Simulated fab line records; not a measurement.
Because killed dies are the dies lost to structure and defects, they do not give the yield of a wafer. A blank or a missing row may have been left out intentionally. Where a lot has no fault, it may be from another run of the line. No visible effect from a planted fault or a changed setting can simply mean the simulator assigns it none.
A struck lot beside a sound one    flow berkeley-cmos170    14 out of 331 route steps
Sound: wafers L887.1, L887.2, L887.3. Struck: wafer L894.2 (L894.4, L894.6, from the same lot, were not struck and are left out); the cause is given at the end.
Per side, at each step with rows, come the tool, then ch with its chambers, and then its first start. Under that, the readings that differ: sound wafers    struck wafers    difference of the means    sigmas: that difference in standard deviations of wafers without a fault.
alike: same words and numbers on both sides, and readings whose means sit less than 2 such deviations apart. not compared: any withheld reading, any reading some wafer has no value for, any bound like >300 that may hide the same value, and any number with overlapping values for which the record gives no deviation.
The two part at a step that has a row with sigmas, a row that says differs or no value, or rows on one side only. Non-overlapping numbers with no deviation appear without sigmas and do not part them. A reading missing from all wafers of one side parts the sides only when that side holds two or more wafers.

first, 3 steps without rows for these wafers: UCB170_NSD_EXPOSE_03 (exposes mask NSELECT MOD, target cd 1200 nm); UCB170_NSD_PEB_04; UCB170_NSD_DEVELOP_05 (develop time 45 s).
UCB170_NSD_CD_MEAS_06: the cd target is 1200 nm.
  sound on cd-sem-02, day 7 00:07; struck on cd-sem-01, day 8 17:30
  alike: cd-nm
UCB170_NSD_OVL_MEAS_07:
  sound on overlay-01, day 7 00:14; struck on overlay-01, day 8 17:37
  alike: NSD_OVL
after that, 1 step had no rows for these wafers: UCB170_NSD_IMPLANT_08.
UCB170_NSD_STRIP_09: strips in O2.
  sound on plasma-asher-03 ch 0,1, day 7 00:25; struck on plasma-asher-04 ch 0, day 8 17:47
  alike: drypump-motor-current-A, oes-product-au, strip-time-to-endpoint-s
  not compared: rf-hours-counter-h
UCB170_NSD_TW_MEAS_10:
  sound on film-metro-01, day 7 00:31; struck on film-metro-02, day 8 17:54
reading  sound           struck  difference  sigmas
NSD_TW   4274 4276 4267  4135    -137        -2
then, 4 steps without rows for these wafers: UCB170_NSD_CLEAN_11 (cleans in SPM, time 600 s); UCB170_BACKSIDE_HMDS_00 (prime time 60 s); UCB170_BACKSIDE_COAT_01 (resist thk 900 nm); UCB170_BACKSIDE_SOFTBAKE_02 (time 60 s).
UCB170_BACKSIDE_STRIP_03: strips in O2.
  sound on plasma-asher-01 ch 0,1, day 7 01:32; struck on plasma-asher-01 ch 0, day 8 18:35
reading                                    sound              struck  difference  sigmas
oes-product-au (a.u.)                      0.745 0.735 0.730  0.020   -0.717      -99 or more
strip-time-to-endpoint-s (s)               22.03 21.97 21.99  43.75   +21.75      +99 or more
model.KrF_of_BACKSIDE_COAT_01.thk-nm (nm)  0 0 0              896.4   +896.4      
  alike: drypump-motor-current-A
  not compared: rf-hours-counter-h
then, 1 step without rows for these wafers: UCB170_BACKSIDE_CLEAN_04 (cleans in SPM, time 600 s).

WHERE THEY PART
Last at UCB170_BACKSIDE_STRIP_03 as far as this record goes, first at UCB170_NSD_TW_MEAS_10.

WHY: what had been put in by the simulator
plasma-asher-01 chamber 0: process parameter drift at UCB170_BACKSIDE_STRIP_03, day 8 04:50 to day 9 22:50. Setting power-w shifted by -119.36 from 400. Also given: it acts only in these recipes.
